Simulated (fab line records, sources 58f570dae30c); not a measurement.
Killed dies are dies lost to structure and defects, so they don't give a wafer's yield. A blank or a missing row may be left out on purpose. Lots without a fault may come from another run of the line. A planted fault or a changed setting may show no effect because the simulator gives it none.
Problem report in the 8D (eight disciplines) form, filled by code | flow berkeley_cmos170 | the parts of the form that need people (team, actions taken, sign-off) are left out

1. THE PROBLEM
NLDD_TW at UCB170_NLDD_TW_MEAS_11 reads a mean of 2075 on 9 wafers of 3 lots; wafers without a fault read 2234 with a standard deviation of 13. That is -12 standard deviations from the usual mean.
First seen on wafer L330.1, day 7 23:44, on film_metro-01. The record holds 45 wafers of 15 lots with a number at this step. Rule for "out", or "out of limits": more than 4 standard deviations from the usual mean. The other wafers with a number count as sound.

2. WHAT IT IS AND WHAT IT IS NOT
question                    | is                           | is not
which readings at this step | NLDD_TW                      | -
which lots                  | L330, L340, L341             | L325, L326, L327, L328, L329, L331, L333, L334, L335, L342, L346, L347
which wafers of those lots  | all that have a number       | -
read on which gauges        | film_metro-01, film_metro-03 | film_metro-04
when                        | from day 7 23:44             | up to then (27 sound wafers); but 9 sound wafers of L342, L346, L347 came after

3. SUSPECTS, AND WHAT RULES EACH OUT
Counting: a tool at a process step up to the reading stays a suspect if it ran every lot that is out and no sound lot after the first of them.
- the gauge at UCB170_NLDD_TW_MEAS_11: ruled out. The wafers that are out were read on 2 gauges (film_metro-01, film_metro-03).
- implanter-02 at UCB170_NLDD_IMPLANT_08: kept. It ran every lot that is out, first L330 (day 7 23:20), and no sound lot after that; its last sound lot up to then is L334 (day 7 22:37). Its own readings are out on those wafers: dose_ions_cm2, faraday_current_uA.
Left after counting: implanter-02 at UCB170_NLDD_IMPLANT_08.

4. THE CAUSE (what the simulator had put in)
Process parameter drift: implanter-02, from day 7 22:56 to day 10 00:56, at UCB170_NLDD_IMPLANT_08. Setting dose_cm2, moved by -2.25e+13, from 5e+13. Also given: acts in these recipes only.
Counting left only this tool.

5. THE CHAIN OF EFFECTS, in route order
Each row: a reading whose mean over the struck wafers that have a number lies more than 3 standard deviations from the usual. Only readings for which the record gives a usual standard deviation are gone through. hours: the time from each lot's start at the first step in this table that gives one to its start at this step, as a median over the lots. sigmas: the change in usual standard deviations.
hours | step                       | reading            | usual        | on struck wafers | change | sigmas
0     | UCB170_NLDD_IMPLANT_08     | dose_ions_cm2      | 5e+13        | 3e+13            | -2e+13 | -99 or more
0     | UCB170_NLDD_IMPLANT_08     | faraday_current_uA | 158          | 87               | -71    | -22
0     | UCB170_NLDD_TW_MEAS_11     | NLDD_TW            | 2234         | 2075             | -159   | -12
10    | UCB170_SDANNEAL_RS_MEAS_05 | NLDD_RS            | 615.7 ohm/sq | 731.2            | +115.5 | +89
The process steps in it:
- UCB170_NLDD_IMPLANT_08
Later measuring or inspecting steps at which every struck wafer that the step has a row for has a number for every such reading, and none has moved that far: UCB170_NSD_TW_MEAS_10.

6. WHAT WOULD HAVE CAUGHT IT SOONER
In this record the first reading out of limits at a measuring or inspecting step was taken at day 7 23:44, 1 hour after the fault began at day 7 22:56.
The tool's own readings at UCB170_NLDD_IMPLANT_08 were out on every struck wafer that the step has a row for (dose_ions_cm2, faraday_current_uA): an alarm limit on them would have fired on the first of those.
Of the lots that are out (3), L340, L341 began UCB170_NLDD_IMPLANT_08 on implanter-02 after day 7 23:44. A hold on the tool at that time would have spared those 2.
